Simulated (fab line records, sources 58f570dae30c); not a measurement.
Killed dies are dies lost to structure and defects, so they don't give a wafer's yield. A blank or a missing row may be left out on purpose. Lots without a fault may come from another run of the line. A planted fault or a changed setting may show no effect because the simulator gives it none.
Which tool did it? | flow berkeley_cmos170 | 11 lots, 33 wafers sampled, at 2 steps of a route of 331

WHAT THE GAUGES READ, wafer by wafer
UCB170_V1_CD_MEAS_90: target cd 700 nm.
lot  | measured     | on        | cd_nm (nm)
L917 | day 8 19:14  | cd_sem-02 | 700.4 699.2 699.7
L918 | day 9 09:32  | cd_sem-01 | 700.0 701.6 700.6
L921 | day 10 09:52 | cd_sem-02 | 697.8 699.9 698.6
L922 | day 10 09:57 | cd_sem-01 | 701.7 702.5 702.4
L919 | day 10 10:15 | cd_sem-02 | 696.7 697.2 695.2
L920 | day 10 10:09 | cd_sem-01 | 698.7 700.5 699.1
L924 | day 11 02:28 | cd_sem-02 | 701.3 699.9 701.6
L926 | day 11 23:59 | cd_sem-02 | 700.2 700.0 700.0
L933 | day 13 06:11 | cd_sem-02 | 703.8 702.5 701.3
L938 | day 14 19:34 | cd_sem-01 | 699.4 699.4 699.3
L940 | day 14 20:53 | cd_sem-01 | 703.9 704.4 703.9

WHICH TOOL RAN EACH LOT (tool, then ch and the chambers of the sampled wafers, then the start)
lot  | UCB170_CONTACT_CVD_01
L917 | lpcvd-02 ch 1, day 8 09:28
L918 | lpcvd-01 ch 0, day 8 23:06
L921 | lpcvd-01 ch 1, day 9 20:46
L922 | lpcvd-02 ch 0, day 9 21:08
L919 | lpcvd-01 ch 0, day 9 22:33
L920 | lpcvd-01 ch 1, day 9 22:33
L924 | lpcvd-01 ch 0, day 10 12:48
L926 | lpcvd-02 ch 0, day 11 11:59
L933 | lpcvd-02 ch 1, day 12 16:30
L938 | lpcvd-01 ch 1, day 14 07:58
L940 | lpcvd-01 ch 0, day 14 07:58
- UCB170_CONTACT_CVD_01: deposits PSG from SiH4/O2/PH3, target thk 700 nm, time 2820 s.

THE ANSWER, worked out from the rows above alone
Rule: what is usual is taken from the lots themselves. Put in order of their means at a reading, lots are off if they are a third of the lots or fewer, leave a main group of 4 or more, and stand apart from it by a gap of 3 or more times the standard deviation of the main group's means; of several such gaps the widest counts. A main group whose means are all the same, to the digits that the tables above print for the reading, isn't used. A lot without any number at a reading at which 4 lots or more have one is off too. The other lots that the step has rows for count as sound.
No lot is off at any reading shown: from this, nothing can be told.

WHAT THE SIMULATOR HAD PUT IN
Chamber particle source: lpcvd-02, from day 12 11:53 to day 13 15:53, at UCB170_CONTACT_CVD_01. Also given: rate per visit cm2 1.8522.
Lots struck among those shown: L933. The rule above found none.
